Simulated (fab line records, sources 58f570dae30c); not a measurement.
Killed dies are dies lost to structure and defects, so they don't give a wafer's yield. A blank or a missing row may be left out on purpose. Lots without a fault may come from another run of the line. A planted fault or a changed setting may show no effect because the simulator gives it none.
Chamber matching | flow berkeley_cmos170 | UCB170_NWELL_ETCH_13 on rie_diel-04: 4 sister chambers
The step etches Si3N4 in CH3F/Ar/O2, stops on SiO2, target depth 246.4 nm, time 154 s. 8 wafers are shown with their chamber, then 7 later ones without.

WAFERS WITH THEIR CHAMBER
wafer  | chamber | throttle_valve_pct (%) | oes_product_au (a.u.)
L278.1 | 3       | 8.02                   | 0.956
L278.3 | 0       | 8.33                   | 0.950
L278.6 | 1       | 7.80                   | 0.946
L280.1 | 1       | 7.81                   | 0.931
L280.2 | 3       | 8.03                   | 0.949
L280.5 | 0       | 8.32                   | 0.948
L282.3 | 2       | 8.00                   | 0.927
L282.4 | 2       | 8.00                   | 0.934

WAFERS WITHOUT THEIR CHAMBER
wafer  | throttle_valve_pct (%) | oes_product_au (a.u.)
L282.5 | 8.31                   | 0.953
L287.2 | 8.31                   | 0.951
L287.3 | 7.81                   | 0.940
L287.6 | 8.31                   | 0.944
L289.2 | 7.98                   | 0.925
L289.3 | 8.02                   | 0.928
L289.6 | 8.32                   | 0.946

WHICH CHAMBER EACH WENT THROUGH
wafer  | from the rows above     | in truth
L282.5 | 0                       | 0
L287.2 | 0                       | 0
L287.3 | 1                       | 1
L287.6 | 0                       | 0
L289.2 | 2                       | 2
L289.3 | can't be placed: 2 or 3 | 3
L289.6 | 0                       | 0
Placed correctly: 6 of 7. Can't be placed from these rows: 1 (the true chamber is among the candidates in 1). Placed wrongly: 0.
How it was worked out, from the rows above alone: a wafer's distance from a chamber is the root of the sum, over the readings, of the square of ((its reading less the chamber's mean) divided by the reading's scatter). The wafer belongs to the nearest chamber; if the next one is less than 2 further off, it can't be placed. A chamber's mean is the mean of its shown wafers. The scatter: the root of (the sum of the squares of (reading less its chamber's mean) over the shown wafers, divided by (wafers less chambers)).
